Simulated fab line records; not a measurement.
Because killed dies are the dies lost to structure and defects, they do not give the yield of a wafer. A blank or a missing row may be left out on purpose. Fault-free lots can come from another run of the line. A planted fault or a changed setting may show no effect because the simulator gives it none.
fab line records | flow berkeley-cmos170
[record] lots = 5 wafers = 15 last-day = 11
route steps=331 shown M2@282 V2@292
lots untouched by any fault: they come from a run of this same line in which no faults occurred
start-h: start of the lot's first displayed wafer, in hours after the record's first day | wait-h: hours elapsed since this lot's preceding step | " same as the row above | L1.1+2: one row covering several wafers at once | - either no value or no given start | * or withheld: withheld | < > ~ a bound
route shown NAME@n: NAME is a module with steps in the file, n the number in the route of the first one | usual: mean/standard deviation of fault-free wafers | same: alike in all rows | chamber/n: place in a boat | sites: the reading at each site | _std_site: standard deviation of those values | _edge_site: inner sites' mean taken away from outer sites' mean | radius-mm: how far each site lies from the wafer's centre | mask NAME#n: copy n | behind: the last tool/chamber to shape the wafer | hold: what put the lot on hold/how long, in hours/how the hold closed | device: the transistor (n, p or np) that didn't switch | end of line: tests of these same wafers at the route's end | a step without rows: its recipe alone | killed: count of dies lost to structure and defects at first sort (not the wafer's yield) | map: per-die view of a wafer (x killed, . not killed, _ where there is no die)
set.NAME: the setting as run; set.NAME@STEP: as run at that earlier step | model.NAME: the simulator's own value behind a step, which no gauge read
lots at some steps of the route; a table a step, a row a wafer
services: when a tool's chamber went out of use (start-h, in hours from the record's first day, below 0 if earlier), for how many hours, and the reason
[[steps]]
[step UCB170_M2_SOFTBAKE_11]
[recipe] resist = KrF temp-c = 130 time-s = 60
[step UCB170_M2_EXPOSE_12]
[recipe] mask-id = METAL2 target-cd-nm = 700 na = 0.5 sigma-outer = 0.6 source-shape = conventional dose-mj = 26
[step UCB170_M2_PEB_13]
[recipe] peb-temp-c = 130 peb-time-s = withheld resist = KrF
[step UCB170_M2_DEVELOP_14]
[recipe] developer = TMAH develop-time-s = 45 resist = KrF dev-temp-c = 21
[step UCB170_M2_CD_MEAS_15]
[recipe] target-cd-nm = 700
[usual] cd-nm = 699.9/1.5
// columns lot.wafer tool chamber start-h wait-h cd-nm
L364.1 cd-sem-01 - 170.64 - 698.0
L364.2 " - " " 698.7
L364.5 " - " " 698.7
L369.3 cd-sem-02 - 196.78 - 700.0
L369.4 " - " " 699.9
L369.5 " - " " 701.2
L376.1 cd-sem-02 - 231.00 - 701.4
L376.4 " - " " 700.9
L376.6 " - " " 700.6
L375.4 cd-sem-02 - 241.05 - 700.9
L375.5 " - " " 701.8
L375.6 " - " " 701.8
L377.2 cd-sem-01 - 257.08 - 697.8
L377.3 " - " " 700.1
L377.4 " - " " 698.6
[step UCB170_M2_OVL_MEAS_16]
[usual] M2_OVL = -1/4.9
// columns lot.wafer tool chamber start-h wait-h M2_OVL[nm]
L364.1 overlay-02 - 170.76 0.1 0
L364.2 " - " " 1
L364.5 " - " " -2
L369.3 overlay-01 - 196.87 0.1 -8
L369.4 " - " " -2
L369.5 " - " " -8
L376.1 overlay-01 - 231.12 0.1 -4
L376.4 " - " " -1
L376.6 " - " " -5
L375.4 overlay-01 - 241.13 0.1 -2
L375.5 " - " " -8
L375.6 " - " " -2
L377.2 overlay-01 - 257.19 0.1 6
L377.3 " - " " -3
L377.4 " - " " 2
[step UCB170_M2_ETCH_17]
[recipe] chemistry = N2/H2 target-depth-a = withheld overetch-a = withheld target = BARC time-s = withheld source-w = 500 bias-w = 100 pressure-mtorr = 30 n2-flow-sccm = 100 h2-flow-sccm = 200
[usual] drypump-motor-current-A = 5.9/0.33 oes-product-au = 0.999/0.017 throttle-valve-pct = 13.31/0.22
// columns lot.wafer tool chamber start-h wait-h drypump-motor-current-A oes-product-au throttle-valve-pct
L364.1 rie-diel-02 2 170.80 0.0 6.2 1.038 12.83
L364.2 " 1 " " 6.2 0.995 13.23
L364.5 " 0 " " 5.3 0.986 13.59
L369.3 rie-diel-04 1 196.89 0.0 5.5 0.983 13.29
L369.4 " 2 " " 6.2 0.982 13.55
L369.5 " 3 " " 5.5 1.033 13.37
L376.1 rie-diel-04 3 231.16 0.0 5.5 1.027 13.37
L376.4 " 0 " " 5.9 0.992 13.59
L376.6 " 0 " " 5.9 0.992 13.59
L375.4 rie-diel-04 3 241.14 0.0 5.5 1.030 13.36
L375.5 " 3 " " 5.4 1.031 13.37
L375.6 " 0 " " 5.8 1.004 13.59
L377.2 rie-diel-02 1 257.22 0.0 6.2 0.994 13.23
L377.3 " 0 " " 5.3 0.989 13.60
L377.4 " 3 " " 5.6 0.990 13.28
[step UCB170_M2_METAL_ETCH_18]
[recipe] chemistry = Cl2/BCl3 target = Al stop-on = SiO2 pressure-mtorr = 12 target-depth-a = 11700 over-etch-frac = 0.3 time-s = 195 icp-w = 600 bias-w = 120 Cl2_flow_sccm = 90 bcl3-flow-sccm = 45
[usual] drypump-motor-current-A = 5.7/0.33 oes-product-au = 0.847/0.02 throttle-valve-pct = 24.57/0.19
// columns lot.wafer tool chamber start-h wait-h drypump-motor-current-A oes-product-au rf-hours-counter-h throttle-valve-pct
L364.1 rie-metal-03 0 170.84 - 5.9 0.825 1 24.62
L364.2 " 0 " " 5.9 0.828 - 24.62
L364.5 " 0 " " 5.9 0.827 - 24.62
L369.3 rie-metal-03 1 197.00 - 5.5 0.826 - 24.49
L369.4 " 0 " " 5.9 0.832 - 24.62
L369.5 " 0 " " 5.9 0.834 - 24.62
L376.1 rie-metal-03 1 231.20 - 5.5 0.840 1 24.48
L376.4 " 1 " " 5.5 0.834 - 24.48
L376.6 " 1 " " 5.5 0.830 - 24.49
L375.4 rie-metal-04 0 241.25 - 5.1 0.854 - 24.94
L375.5 " 0 " " 5.2 0.860 - 24.94
L375.6 " 1 " " 6.0 0.856 - 24.54
L377.2 rie-metal-01 0 257.26 - 6.1 0.828 11 24.39
L377.3 " 1 " " 5.6 0.891 - 24.36
L377.4 " 0 " " 6.1 0.837 - 24.41
[step UCB170_M2_STRIP_19]
[recipe] chemistry = O2 power-w = 400 pressure-mtorr = 3500 platen-temp-c = withheld o2-flow-sccm = 400 overash-fraction = 0.5
[usual] drypump-motor-current-A = 5.9/0.62 oes-product-au = 0.549/0.0083
// columns lot.wafer tool chamber start-h wait-h drypump-motor-current-A oes-product-au rf-hours-counter-h
L364.1 plasma-asher-03 1 171.22 0.3 6.8 0.546 47
L364.2 " 0 " " 6.2 0.550 47
L364.5 " 0 " " 6.2 0.541 -
L369.3 plasma-asher-03 1 197.16 0.1 6.8 0.549 -
L369.4 " 0 " " 6.3 0.537 -
L369.5 " 0 " " 6.3 0.524 -
L376.1 plasma-asher-02 0 231.39 0.1 5.8 0.563 11
L376.4 " 0 " " 5.9 0.543 -
L376.6 " 0 " " 5.9 0.551 -
L375.4 plasma-asher-04 0 241.41 0.1 5.2 0.553 -
L375.5 " 0 " " 5.2 0.551 -
L375.6 " 1 " " 4.9 0.543 -
L377.2 plasma-asher-02 0 257.45 0.1 5.8 0.541 14
L377.3 " 0 " " 5.8 0.552 -
L377.4 " 1 " " 6.1 0.542 -
[step UCB170_M2_CD_MEAS_90]
[recipe] target-cd-nm = 700
[usual] cd-nm = 699.6/2.7
// columns lot.wafer tool chamber start-h wait-h cd-nm
L364.1 cd-sem-02 - 171.32 0.1 697.6
L364.2 " - " " 696.8
L364.5 " - " " 696.8
L369.3 cd-sem-01 - 197.26 0.1 694.6
L369.4 " - " " 694.8
L369.5 " - " " 699.6
L376.1 cd-sem-01 - 231.49 0.1 703.1
L376.4 " - " " 701.3
L376.6 " - " " 698.6
L375.4 cd-sem-01 - 241.53 0.1 700.8
L375.5 " - " " 701.2
L375.6 " - " " 701.8
L377.2 cd-sem-02 - 257.57 0.1 702.9
L377.3 " - " " 700.5
L377.4 " - " " 699.0
[step UCB170_V2_CVD_00]
[recipe] material = SiO2 target-thk-nm = 2000 temp-c = 390 precursor = TEOS/O2 time-s = 250 rf-w = 550 pressure-mtorr = 9000
[usual] heater-power-w = 259/71
// columns lot.wafer tool chamber start-h wait-h heater-power-w
L364.1 pecvd-04 2 171.44 0.1 189
L364.2 " 0 " " 277
L364.5 " 2 " " 249
L369.3 pecvd-01 0 197.34 0.1 260
L369.4 " 2 " " 232
L369.5 " 1 " " 203
L376.1 pecvd-01 2 231.61 0.1 207
L376.4 " 1 " " 201
L376.6 " 2 " " 248
L375.4 pecvd-04 0 241.67 0.1 206
L375.5 " 1 " " 287
L375.6 " 2 " " 251
L377.2 pecvd-02 2 257.67 0.1 196
L377.3 " 2 " " 148
L377.4 " 0 " " 311
[step UCB170_V2_THK_MEAS_01]
[recipe] reads = SiO2_of_V2_CVD_00
[usual] V2_TEOS_THK = 1993/26
// columns lot.wafer tool chamber start-h wait-h V2_TEOS_THK[nm]
L364.1 film-metro-01 - 171.59 0.1 1974
L364.2 " - " " 1970
L364.5 " - " " 2007
L369.3 film-metro-01 - 197.52 0.1 1966
L369.4 " - " " 1998
L369.5 " - " " 1999
L376.1 film-metro-02 - 231.76 0.1 1981
L376.4 " - " " 2005
L376.6 " - " " 2022
L375.4 film-metro-03 - 241.78 0.0 1977
L375.5 " - " " 1964
L375.6 " - " " 1989
L377.2 film-metro-01 - 257.91 0.2 1993
L377.3 " - " " 2016
L377.4 " - " " 2035
[step UCB170_V2_CMP_02]
[recipe] material = SiO2 down-force-psi = 6 platen-rpm = 60 pad-velocity-m-s = 0.75398
[usual] motor-current-A = 15.7/1.4
// columns lot.wafer tool chamber start-h wait-h motor-current-A model.SiO2_of_V2_CVD_00.thk-nm
L364.1 cmp-01 0 171.75 0.1 12.9 999.7
L364.2 " 1 " " 15.2 1001
L364.5 " 3 " " 16.3 1001
L369.3 cmp-01 2 197.61 0.1 16.4 1338
L369.4 " 0 " " 12.9 1000
L369.5 " 1 " " 15.7 999.7
L376.4 cmp-02 1 231.87 0.1 18.1 999.6
L376.1 " 2 " " 15.8 1000
L376.6 " 0 " " 15.8 1001
L375.4 cmp-02 2 241.81 0.0 15.8 1000
L375.6 " 2 " " 15.6 1000
L375.5 " 3 " " 15.7 1000
L377.2 cmp-01 0 257.96 0.0 12.6 1000
L377.4 " 1 " " 14.6 1000
L377.3 " 2 " " 16.5 1002
[step UCB170_V2_BOW_MEAS_03]
[recipe] mode = bow
[usual] V2_BOW = 35/7.5
// columns lot.wafer tool chamber start-h wait-h V2_BOW[um]
L364.1 film-metro-01 - 171.95 0.1 43
L364.2 " - " " 38
L364.5 " - " " 46
L369.3 film-metro-02 - 197.90 0.2 37
L369.4 " - " " 38
L369.5 " - " " 30
L376.1 film-metro-01 - 232.12 0.1 35
L376.4 " - " " 39
L376.6 " - " " 28
L375.4 film-metro-02 - 242.17 0.3 33
L375.5 " - " " 52
L375.6 " - " " 39
L377.2 film-metro-01 - 258.28 0.3 19
L377.3 " - " " 33
L377.4 " - " " 34
[step UCB170_V2_THK_MEAS_04]
[recipe] reads = SiO2_of_V2_CVD_00
[usual] V2_POLISHED_THK = 1000.1/0.86
// columns lot.wafer tool chamber start-h wait-h V2_POLISHED_THK[nm]
L364.1 film-metro-01 - 172.07 0.1 1000.5
L364.2 " - " " 1001.3
L364.5 " - " " 1000.7
L369.3 film-metro-02 - 198.00 0.1 1338.0
L369.4 " - " " 1000.4
L369.5 " - " " 999.8
L376.1 film-metro-01 - 232.24 0.1 999.7
L376.4 " - " " 1000.3
L376.6 " - " " 1000.6
L375.4 film-metro-02 - 242.26 0.1 1001.0
L375.5 " - " " 1001.1
L375.6 " - " " 1000.0
L377.2 film-metro-01 - 258.39 0.1 999.5
L377.3 " - " " 1001.5
L377.4 " - " " 1000.8
[step UCB170_V2_CLEAN_05]
[recipe] chemistry = DIW
[step UCB170_V2_HMDS_06]
[recipe] prime-time-s = 60 prime-temp-c = 100
[step UCB170_V2_COAT_07]
[recipe] resist = KrF spin-rpm = 1500 resist-thk-nm = 900
[step UCB170_V2_SOFTBAKE_08]
[recipe] resist = KrF temp-c = 130 time-s = 60
[step UCB170_V2_EXPOSE_09]
[recipe] mask-id = VIA2 target-cd-nm = 700 na = 0.5 sigma-outer = 0.6 source-shape = conventional dose-mj = 37
[step UCB170_V2_PEB_10]
[recipe] peb-temp-c = 130 peb-time-s = withheld resist = KrF
[step UCB170_V2_DEVELOP_11]
[recipe] developer = TMAH develop-time-s = 45 resist = KrF dev-temp-c = 21
[step UCB170_V2_CD_MEAS_12]
[recipe] target-cd-nm = 700
[usual] cd-nm = 699.7/1.3
// columns lot.wafer tool chamber start-h wait-h cd-nm
L364.1 cd-sem-01 - 173.32 - 700.6
L364.2 " - " " 700.8
L364.5 " - " " 700.4
L369.3 cd-sem-02 - 199.11 - 699.0
L369.4 " - " " 699.9
L369.5 " - " " 699.9
L376.1 cd-sem-02 - 233.44 - 698.6
L376.4 " - " " 700.9
L376.6 " - " " 699.7
L375.4 cd-sem-02 - 247.23 - 699.6
L375.5 " - " " 699.3
L375.6 " - " " 699.0
L377.2 cd-sem-02 - 260.55 - 699.8
L377.3 " - " " 699.6
L377.4 " - " " 701.0
[step UCB170_V2_OVL_MEAS_13]
[usual] V2_OVL = 1/5.3
// columns lot.wafer tool chamber start-h wait-h V2_OVL[nm]
L364.1 overlay-01 - 173.44 0.1 11
L364.2 " - " " 4
L364.5 " - " " 10
L369.3 overlay-02 - 199.20 0.1 -4
L369.4 " - " " -2
L369.5 " - " " -6
L376.1 overlay-02 - 233.56 0.1 2
L376.4 " - " " 3
L376.6 " - " " 6
L375.4 overlay-01 - 247.30 0.1 -7
L375.5 " - " " 4
L375.6 " - " " -8
L377.2 overlay-01 - 260.65 0.1 12
L377.3 " - " " -1
L377.4 " - " " 9
[step UCB170_V2_ETCH_14]
[recipe] chemistry = CHF3/CF4/Ar target = SiO2 stop-on = Al CHF3_flow_sccm = 45 cf4-flow-sccm = 15 Ar_flow_sccm = 150 pressure-mtorr = 200 rf-w = 700 target-depth-a = 12500 over-etch-frac = 0.25 time-s = 298.2
[usual] drypump-motor-current-A = 5.8/0.37 oes-product-au = 0.874/0.011 throttle-valve-pct = 6.98/0.15
// columns lot.wafer tool chamber start-h wait-h drypump-motor-current-A oes-product-au rf-hours-counter-h throttle-valve-pct model.etch.depth-nm model.V2.feature-depth-nm
L364.1 rie-diel-04 3 173.47 0.0 5.5 0.912 10 7.02 999.7 1000
L364.2 " 0 " " 5.9 0.877 7 7.15 1001 1002
L364.5 " 1 " " 5.4 0.873 - 6.91 1001 1002
L369.3 rie-diel-02 2 199.23 0.0 6.2 1.029 29 6.69 1300 1300
L369.4 " 1 " " 6.2 0.864 - 6.84 1000 1001
L369.5 " 0 " " 5.3 0.881 - 7.13 999.7 1000
L376.1 rie-diel-01 1 233.60 0.0 6.4 0.867 7 7.15 1000 1001
L376.4 " 3 " " 5.4 0.867 2 6.94 999.6 1000
L376.6 " 1 " " 6.4 0.871 - 7.14 1001 1002
L375.4 rie-diel-01 3 247.32 0.0 5.5 0.858 2 6.96 1000 1001
L375.5 " 1 " " 6.4 0.867 - 7.14 1000 1001
L375.6 " 0 " " 5.6 0.866 - 7.01 1000 1001
L377.2 rie-diel-01 1 260.68 0.0 6.4 0.863 8 7.14 1000 1001
L377.3 " 0 " " 5.6 0.874 94 7.01 1002 1003
L377.4 " 3 " " 5.5 0.857 3 6.93 1000 1001
[step UCB170_V2_STRIP_15]
[recipe] chemistry = O2 power-w = 400 pressure-mtorr = 3500 platen-temp-c = withheld o2-flow-sccm = 400 overash-fraction = 0.5
[usual] drypump-motor-current-A = 5.6/0.65 oes-product-au = 0.722/0.0044 strip-time-to-endpoint-s = 15.22/0.091
// columns lot.wafer tool chamber start-h wait-h drypump-motor-current-A oes-product-au rf-hours-counter-h strip-time-to-endpoint-s
L364.1 plasma-asher-01 1 173.65 0.1 5.8 0.721 48 15.26
L364.2 " 0 " " 5.2 0.725 48 15.23
L364.5 " 1 " " 5.8 0.722 - 15.33
L369.3 plasma-asher-03 1 199.44 0.1 6.8 0.720 - 15.16
L369.4 " 0 " " 6.3 0.720 - 15.24
L369.5 " 0 " " 6.3 0.731 - 15.28
L376.1 plasma-asher-04 1 233.78 0.1 4.9 0.723 42 15.30
L376.4 " 1 " " 4.9 0.723 - 15.29
L376.6 " 1 " " 4.9 0.723 - 15.27
L375.4 plasma-asher-01 0 247.53 0.1 5.2 0.726 - 15.19
L375.5 " 0 " " 5.2 0.721 - 15.18
L375.6 " 1 " " 5.8 0.722 - 15.07
L377.2 plasma-asher-04 0 260.86 0.1 5.2 0.718 45 15.28
L377.3 " 1 " " 4.9 0.717 - 15.22
L377.4 " 0 " " 5.2 0.725 - 15.31
[[services]]
// columns tool chamber start-h hours kind
plasma-asher-02 - 163.56 12.4 repair
plasma-asher-01 - 169.20 2.8 pm
rie-diel-04 2 169.33 - clean
rie-diel-04 2 169.33 21.5 scheduled-down
rie-diel-04 2 169.33 21.5 vent-cycle
rie-diel-01 1 176.17 7.6 repair
cmp-02 - 187.40 12.3 repair
pecvd-04 - 187.55 1.6 repair
pecvd-04 0 190.95 6.6 repair
rie-diel-04 0 192.82 5.3 repair
plasma-asher-03 - 192.85 1.3 repair
cmp-02 - 193.59 1.1 repair
plasma-asher-01 - 195.90 1.2 repair
rie-diel-02 3 199.01 25.2 repair
cmp-02 - 199.74 3.8 pm
plasma-asher-04 - 209.00 3.8 repair
plasma-asher-03 - 218.75 5.6 repair
cmp-01 - 224.44 0.5 repair
cmp-01 - 232.00 4.0 pm
cmp-01 - 237.68 8.6 pm
plasma-asher-01 - 239.30 0.8 repair
plasma-asher-02 - 239.67 2.8 pm
pecvd-02 - 247.21 1.2 repair
rie-metal-01 - 253.97 0.4 repair
[[key]]
[first-sign] step = UCB170_V2_THK_MEAS_04 reading = V2_POLISHED_THK direction = up sigmas = 99+ usual = 1000.1 struck = 1338.0
[effect] step = UCB170_V2_ETCH_14 reading = oes-product-au direction = up sigmas = 14 usual = 0.874 struck = 1.029
[model-effect] step = UCB170_V2_CMP_02 value = SiO2_of_V2_CVD_00.thk-nm without = 999.9 struck = 1338
[model-effect] step = UCB170_V2_ETCH_14 value = etch.depth-nm without = 999.9 struck = 1300
met-at UCB170_V2_CMP_02
struck-wafers L369.3
later-rows-left-out L369.3
sort-left-out L369.3
[fault] kind = process-parameter-drift tool = cmp-01 chamber = 2 onset-h = 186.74 steps = UCB170_V2_CMP_02 channel = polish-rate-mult offset = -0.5 shape = step end-h = 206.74
// sort-left-out: the simulated sort isn't trusted on such a fault, so these wafers' sort isn't shown, and their yield isn't known
// later-rows-left-out: the simulator's readings of these wafers behind a module that went badly wrong aren't trusted and aren't shown, but for the sort
